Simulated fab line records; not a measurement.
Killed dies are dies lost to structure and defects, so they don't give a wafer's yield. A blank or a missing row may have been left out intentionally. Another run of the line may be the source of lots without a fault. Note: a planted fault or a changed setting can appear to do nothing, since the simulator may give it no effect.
Which of the tools did it? | flow berkeley cmos170 | 14 lots with 42 wafers sampled at 4 steps, on a route of 331 steps

== WHAT THE GAUGES SHOWED, per wafer ==
UCB170_NWELL_OVL_MEAS_12.
lot  | measured    | on         | NWELL_OVL (nm)
L238 | day 2 07:48 | overlay-01 | 8 2 9
L240 | day 2 16:44 | overlay-01 | -5 3 4
L239 | day 2 16:48 | overlay-02 | 14 15 11
L241 | day 2 23:47 | overlay-01 | 0 2 -1
L242 | day 3 06:20 | overlay-02 | -14 -5 -6
L243 | day 3 09:15 | overlay-02 | -1 1 -3
L244 | day 3 21:13 | overlay-01 | -1 3 2
L246 | day 4 02:33 | overlay-01 | 0 -2 -4
L247 | day 4 11:51 | overlay-01 | 1 2 -4
L249 | day 4 22:49 | overlay-02 | -4 -1 -3
L251 | day 5 06:45 | overlay-02 | -9 -1 -7
L256 | day 6 07:50 | overlay-02 | 4 0 5
L258 | day 6 21:56 | overlay-02 | 10 -2 2
L260 | day 7 03:45 | overlay-01 | -2 7 -2

UCB170_V2_CD_MEAS_90 targets a cd of 700 nm.
lot  | measured     | on        | cd nm (nm)
L238 | day 8 16:02  | cd sem-02 | 700.0 698.1 697.4
L240 | day 9 00:46  | cd sem-02 | 698.4 699.3 698.2
L239 | day 9 00:54  | cd sem-01 | 699.3 699.9 699.9
L241 | day 9 12:54  | cd sem-01 | 698.1 697.6 699.3
L242 | day 9 14:44  | cd sem-02 | 701.5 700.2 702.1
L243 | day 9 15:19  | cd sem-02 | 700.6 700.5 699.5
L244 | day 10 03:50 | cd sem-02 | 699.8 699.3 698.5
L246 | day 10 15:46 | cd sem-01 | 698.5 698.9 700.1
L247 | day 10 15:31 | cd sem-01 | 700.0 700.1 700.8
L249 | day 11 06:36 | cd sem-02 | 697.8 698.5 699.0
L251 | day 11 09:13 | cd sem-02 | 698.2 700.3 700.2
L256 | day 12 12:34 | cd sem-02 | 702.9 703.4 701.2
L258 | day 12 12:44 | cd sem-01 | 701.6 701.6 700.3
L260 | day 13 02:15 | cd sem-01 | 699.1 697.6 698.2

UCB170_M3_RS_MEAS_02: measures by four-point-probe.
lot  | measured     | on            | M3_AL_RS (ohm/sq)
L238 | day 8 16:20  | film metro-02 | 0.0320 0.0321 0.0320
L240 | day 9 01:02  | film metro-03 | 0.0318 0.0326 0.0318
L239 | day 9 01:10  | film metro-02 | 0.0319 0.0318 0.0317
L241 | day 9 13:10  | film metro-02 | 0.0317 0.0319 0.0320
L242 | day 9 15:01  | film metro-02 | 0.0318 0.0313 0.0318
L243 | day 9 15:35  | film metro-03 | 0.0319 0.0319 0.0318
L244 | day 10 04:07 | film metro-01 | 0.0314 0.0318 0.0314
L246 | day 10 16:02 | film metro-01 | 0.0318 0.0318 0.0316
L247 | day 10 15:47 | film metro-03 | 0.0323 0.0316 0.0318
L249 | day 11 06:52 | film metro-01 | 0.0320 0.0326 0.0321
L251 | day 11 09:29 | film metro-02 | 0.0318 0.0316 0.0318
L256 | day 12 12:50 | film metro-02 | 0.0318 0.0316 0.0324
L258 | day 12 13:00 | film metro-01 | 0.0320 0.0323 0.0323
L260 | day 13 02:31 | film metro-03 | 0.0320 0.0325 0.0328

== TOOL THAT RAN EACH LOT (tool first, then ch and the chambers of the sampled wafers, then the start) ==
lot  | UCB170_GATE_ETCH_14
L238 | rie diel-03 ch 0,1, day 7 04:01
L240 | rie diel-02 ch 0,1,2, day 7 12:32
L239 | rie diel-03 ch 0,1, day 7 12:46
L241 | rie diel-01 ch 0,1,2, day 8 02:39
L242 | rie diel-02 ch 0,1, day 8 02:47
L243 | rie diel-02 ch 0,1,3, day 8 02:06
L244 | rie diel-02 ch 2,3, day 8 17:55
L246 | rie diel-01 ch 0,3, day 9 04:21
L247 | rie diel-03 ch 0,3, day 9 04:29
L249 | rie diel-02 ch 0,1,3, day 9 21:37
L251 | rie diel-03 ch 0,2,3, day 9 21:13
L256 | rie diel-01 ch 2,3, day 11 00:34
L258 | rie diel-01 ch 2,3, day 11 01:08
L260 | rie diel-02 ch 0,2, day 11 16:01
- UCB170_GATE_ETCH_14: etches BARC in N2/H2.

== WHAT THE TOOLS THEMSELVES READ (means of the sampled wafers that have a number; where no wafer has one, the mark that the record gives instead) ==
UCB170_GATE_ETCH_14.
lot  | tool        | bias w (W) | drypump motor current A (A) | oes product au (a.u.) | rf fwd power W (W) | throttle valve pct (%)
L238 | rie diel-03 | 99.8       | 5.7                         | 0.99                  | 494.9              | 12.92
L240 | rie diel-02 | 99.8       | 6.0                         | 0.99                  | 493.8              | 13.13
L239 | rie diel-03 | 100.3      | 5.6                         | 1.01                  | 494.0              | 13.02
L241 | rie diel-01 | 99.8       | 6.1                         | 0.99                  | 494.4              | 13.50
L242 | rie diel-02 | 100.1      | 6.0                         | 0.95                  | 495.3              | 13.10
L243 | rie diel-02 | 99.9       | 5.8                         | 0.98                  | 495.0              | 13.12
L244 | rie diel-02 | 100.1      | 5.8                         | 1.04                  | 496.0              | 13.25
L246 | rie diel-01 | 100.0      | 6.2                         | 0.98                  | 494.7              | 13.35
L247 | rie diel-03 | 74.7       | 5.4                         | 0.93                  | 493.5              | 13.25
L249 | rie diel-02 | 100.1      | 5.9                         | 0.97                  | 495.7              | 13.11
L251 | rie diel-03 | 74.3       | 5.3                         | 0.94                  | 495.6              | 13.24
L256 | rie diel-01 | 100.2      | 5.5                         | 0.99                  | 494.6              | 13.32
L258 | rie diel-01 | 99.9       | 5.5                         | 0.97                  | 495.6              | 13.31
L260 | rie diel-02 | 99.9       | 5.8                         | 1.01                  | 495.0              | 13.23

== THE ANSWER, worked out from the rows above alone ==
Rule: usual is defined by the lots themselves. The widest of any qualifying gaps counts: lots, ordered by their means at a reading, are off when they make up no more than a third of the lots, leave a main group of 4 or more, and stand apart from it by 3 or more times the standard deviation of that group's means. A main group whose means are all the same, to the digits that the tables above print for the reading, isn't used. Also off: a lot with no number at a reading for which 4 or more lots have one. Where the step has rows for the other lots, those lots are counted as sound. The gauges are gone through in route order, then the tools' own readings, and for those a lot's mean is taken as printed above. The first step at which some lot is off is used, and at that step the reading that is off furthest; a lot without a number counts as furthest.
Off: L247, L251, at UCB170_GATE_ETCH_14 (bias w). Main group: mean 100.0 W, sd 0.16.
A tool fits if, at that step or a process step before it, it ran every lot that is off, and no sound lot after the first of them. One fits: UCB170_GATE_ETCH_14 on rie diel-03. A fault onset in the window from L239 (day 7 12:46, its last sound lot) to L247 (day 9 04:29, its first lot off) fits.
The tool's own readings at UCB170_GATE_ETCH_14 bear it out: on the lots that are off they differ by more than 5 times the standard deviation of the sound lots' means. bias w reads 74.5 W there against 100.0 W on the sound lots.

== WHAT WAS PUT IN BY THE SIMULATOR ==
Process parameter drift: rie diel-03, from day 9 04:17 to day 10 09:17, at UCB170_GATE_ETCH_14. Setting bias w shifted by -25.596 from 100. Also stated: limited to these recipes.
Lots struck among those shown: L247, L251. The rule above found the same.
